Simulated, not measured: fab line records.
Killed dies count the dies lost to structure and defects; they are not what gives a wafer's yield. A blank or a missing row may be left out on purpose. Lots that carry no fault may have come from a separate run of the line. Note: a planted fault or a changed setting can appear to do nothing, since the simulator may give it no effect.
The tool behind it: which one? + flow rit-cmos + Sampling: 7 lots, 21 wafers, 2 of 202 route steps

== WHAT THE GAUGES READ, wafer by wafer ==
RIT_ACTIVE_CD_MEAS_90: target cd 1400 nm.
| lot  | measured    | on        | cd-nm (nm)           |
|------|-------------|-----------|----------------------|
| L993 | day 1 20:01 | cd-sem-01 | 1400.4 1399.0 1399.1 |
| L996 | day 2 15:04 | cd-sem-01 | 1398.4 1398.7 1398.2 |
| L998 | day 2 22:17 | cd-sem-02 | 1401.4 1403.1 1401.1 |
| L101 | day 3 12:49 | cd-sem-01 | 1399.2 1400.4 1398.1 |
| L103 | day 3 22:56 | cd-sem-01 | 1399.9 1399.9 1400.7 |
| L108 | day 4 23:16 | cd-sem-01 | 1398.4 1398.1 1398.0 |
| L115 | day 6 10:01 | cd-sem-02 | 1400.2 1397.6 1400.1 |

== TOOL THAT RAN EACH LOT (tool first, then ch and the chambers of the sampled wafers, then the start) ==
| lot  | RIT_ACTIVE_STRIP_14                 |
|------|-------------------------------------|
| L993 | plasma-asher-01 ch 0,1, day 1 19:50 |
| L996 | plasma-asher-01 ch 0,1, day 2 14:52 |
| L998 | plasma-asher-01 ch 0,1, day 2 22:07 |
| L101 | plasma-asher-01 ch 0, day 3 12:37   |
| L103 | plasma-asher-03 ch 0, day 3 22:44   |
| L108 | plasma-asher-01 ch 0,1, day 4 23:04 |
| L115 | plasma-asher-04 ch 0,1, day 6 09:50 |
- RIT_ACTIVE_STRIP_14: strips in O2, time 180 s.

== THE ANSWER, worked out from the rows above alone ==
Rule: usual is defined by the lots themselves. The widest of any qualifying gaps counts: lots, ordered by their means at a reading, are off when they make up no more than a third of the lots, leave a main group of 4 or more, and stand apart from it by 3 or more times the standard deviation of that group's means. If all means in a main group match to the digits the tables above print for the reading, that group is not used. Also off: a lot with no number at a reading for which 4 or more lots have one. All remaining lots with rows at the step are treated as sound.
No lot is off at any reading shown: from this, nothing can be told.

== WHAT THE SIMULATOR HAD INSERTED ==
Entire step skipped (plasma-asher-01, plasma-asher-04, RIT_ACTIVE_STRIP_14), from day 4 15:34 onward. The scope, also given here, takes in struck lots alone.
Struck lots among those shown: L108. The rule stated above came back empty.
